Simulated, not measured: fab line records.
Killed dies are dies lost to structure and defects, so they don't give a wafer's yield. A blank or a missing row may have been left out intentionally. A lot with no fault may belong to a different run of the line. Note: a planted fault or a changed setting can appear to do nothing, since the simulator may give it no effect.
Which of the tools did it? | flow berkeley cmos170 | 16 lots, 48 wafers sampled, at 3 steps of a route of 331

## WHAT EACH GAUGE READ, for each wafer
UCB170_M3_CD_MEAS_15 targets a cd of 700 nm.
lot  | measured     | on        | cd nm (nm)
L777 | day 7 14:11  | cd sem-01 | 700.4 700.4 701.3
L780 | day 9 01:40  | cd sem-02 | 696.8 697.4 697.4
L781 | day 9 01:58  | cd sem-01 | 700.5 697.8 699.6
L782 | day 9 08:59  | cd sem-02 | 700.1 699.5 699.6
L784 | day 9 19:31  | cd sem-02 | 697.8 698.4 697.7
L785 | day 10 00:44 | cd sem-02 | 701.9 700.8 700.4
L783 | day 10 01:52 | cd sem-01 | 700.5 700.9 700.1
L787 | day 10 07:25 | cd sem-01 | 699.3 699.2 699.2
L786 | day 10 08:01 | cd sem-02 | 698.9 700.0 699.5
L788 | day 10 10:35 | cd sem-02 | 701.3 702.8 702.1
L789 | day 10 11:40 | cd sem-02 | 700.1 698.7 698.6
L790 | day 11 04:23 | cd sem-02 | 702.7 701.3 702.2
L795 | day 11 10:40 | cd sem-01 | 700.1 699.4 699.8
L797 | day 12 00:57 | cd sem-01 | 702.3 700.8 701.6
L798 | day 12 05:11 | cd sem-01 | 701.7 700.7 701.0
L799 | day 12 23:07 | cd sem-01 | 702.0 701.0 701.7

## WHAT TOOL EACH LOT RAN ON (gives the tool, then ch and the chambers of the sampled wafers, and finally the start)
lot  | UCB170_V2_CMP_02              | UCB170_V2_STRIP_15
L777 | cmp-01 ch 0,1,3, day 7 09:49  | plasma asher-04 ch 0,1, day 7 11:37
L780 | cmp-02 ch 0,1,2, day 8 17:57  | plasma asher-02 ch 0,1, day 8 22:07
L781 | cmp-01 ch 2,3, day 8 18:14    | plasma asher-01 ch 0,1, day 8 22:23
L782 | cmp-01 ch 2,3, day 9 04:21    | plasma asher-01 ch 0,1, day 9 06:17
L784 | cmp-01 ch 0,1, day 9 14:31    | plasma asher-02 ch 0,1, day 9 16:49
L785 | cmp-02 ch 0,2,3, day 9 18:17  | plasma asher-04 ch 0,1, day 9 20:15
L783 | cmp-01 ch 0,3, day 9 19:09    | plasma asher-04 ch 0,1, day 9 21:56
L787 | cmp-02 ch 0,1, day 10 00:43   | plasma asher-04 ch 0,1, day 10 05:16
L786 | cmp-01 ch 0,1,2, day 10 01:01 | plasma asher-04 ch 0,1, day 10 05:31
L788 | cmp-02 ch 2,3, day 10 06:10   | plasma asher-04 ch 0, day 10 08:12
L789 | cmp-01 ch 1,3, day 10 07:19   | plasma asher-04 ch 0,1, day 10 09:21
L790 | cmp-01 ch 0,3, day 10 23:53   | plasma asher-04 ch 0, day 11 02:02
L795 | cmp-02 ch 0,1, day 11 04:09   | plasma asher-02 ch 0,1, day 11 07:06
L797 | cmp-01 ch 0,1,3, day 11 20:20 | plasma asher-01 ch 0,1, day 11 22:22
L798 | cmp-02 ch 0,1, day 12 00:00   | plasma asher-02 ch 0,1, day 12 02:56
L799 | cmp-02 ch 0,1,2, day 12 17:31 | plasma asher-02 ch 0,1, day 12 20:56
- UCB170_V2_CMP_02: polishes SiO2.
- UCB170_V2_STRIP_15: strips in O2.

## WHAT THE TOOLS THEMSELVES READ (means of the sampled wafers that have a number; where no wafer has one, the mark that the record gives instead)
UCB170_V2_CMP_02.
lot  | tool   | motor current A (A)
L777 | cmp-01 | 15.3
L780 | cmp-02 | 14.8
L781 | cmp-01 | 17.8
L782 | cmp-01 | 19.0
L784 | cmp-01 | 14.7
L785 | cmp-02 | 15.8
L783 | cmp-01 | 16.5
L787 | cmp-02 | 14.8
L786 | cmp-01 | 16.7
L788 | cmp-02 | 15.3
L789 | cmp-01 | 16.3
L790 | cmp-01 | 16.8
L795 | cmp-02 | 14.6
L797 | cmp-01 | 15.7
L798 | cmp-02 | 14.4
L799 | cmp-02 | 14.7

UCB170_V2_STRIP_15.
lot  | tool            | drypump motor current A (A) | o2 flow sccm (sccm) | oes product au (a.u.) | strip time to endpoint s (s)
L777 | plasma asher-04 | 6.6                         | 399.9               | 0.720                 | 15.32
L780 | plasma asher-02 | 6.1                         | 399.0               | 0.722                 | 15.45
L781 | plasma asher-01 | 5.5                         | 400.7               | 0.725                 | 15.21
L782 | plasma asher-01 | 5.5                         | 400.3               | 0.717                 | 15.22
L784 | plasma asher-02 | 5.8                         | 400.3               | 0.723                 | 15.16
L785 | plasma asher-04 | 6.5                         | 400.3               | 0.717                 | 15.28
L783 | plasma asher-04 | 6.6                         | 399.1               | 0.722                 | 15.29
L787 | plasma asher-04 | 6.5                         | 400.0               | 0.725                 | 15.29
L786 | plasma asher-04 | 6.5                         | 332.4               | 0.699                 | 16.02
L788 | plasma asher-04 | 6.6                         | 200.1               | 0.660                 | 17.34
L789 | plasma asher-04 | 6.5                         | 266.2               | 0.678                 | 16.68
L790 | plasma asher-04 | 6.6                         | 200.3               | 0.661                 | 17.32
L795 | plasma asher-02 | 5.9                         | 400.0               | 0.725                 | 15.28
L797 | plasma asher-01 | 5.1                         | 401.2               | 0.718                 | 15.41
L798 | plasma asher-02 | 6.1                         | 401.0               | 0.722                 | 15.24
L799 | plasma asher-02 | 6.1                         | 399.1               | 0.721                 | 15.26

## THE ANSWER, worked out from the rows above alone
Rule: usual is defined by the lots themselves. Put in order of their means at a reading, lots are off if they are a third of the lots or fewer, leave a main group of 4 or more, and stand apart from it by a gap of 3 or more times the standard deviation of the main group's means; of several such gaps the widest counts. A main group is skipped when, at the precision printed for the reading in the tables above, its means are all equal. A lot without any number at a reading at which 4 lots or more have one is off too. Where the step has rows for the other lots, those lots are counted as sound. After the gauges, taken in route order, come the tools' own readings; for these a lot's mean is taken, as printed above. At the first step where some lot is off, the reading lying furthest off is the one used; lots without a number count as furthest.
Off: L786, L788, L789, L790 (UCB170_V2_STRIP_15, o2 flow sccm). The main group: mean 400.1 sccm, standard deviation 0.69.
A tool fits if, at that step or a process step before it, it ran every lot that is off, and no sound lot after the first of them. One fits: UCB170_V2_STRIP_15 on plasma asher-04. A fault onset in the window from L787 (day 10 05:16, its last sound lot) to L786 (day 10 05:31, its first lot off) fits.
The tool's own readings at UCB170_V2_STRIP_15 bear it out: on the lots that are off they differ by more than 5 times the standard deviation of the sound lots' means. o2 flow sccm reads 249.8 sccm there against 400.1 sccm on the sound lots; oes product au reads 0.674 a.u. there against 0.721 a.u. on the sound lots; strip time to endpoint s reads 16.84 s there against 15.28 s on the sound lots.

## WHAT HAD BEEN PUT IN BY THE SIMULATOR
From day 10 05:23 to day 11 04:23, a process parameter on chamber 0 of plasma asher-04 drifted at UCB170_V2_STRIP_15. Setting o2 flow sccm shifted by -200 from 400. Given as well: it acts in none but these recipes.
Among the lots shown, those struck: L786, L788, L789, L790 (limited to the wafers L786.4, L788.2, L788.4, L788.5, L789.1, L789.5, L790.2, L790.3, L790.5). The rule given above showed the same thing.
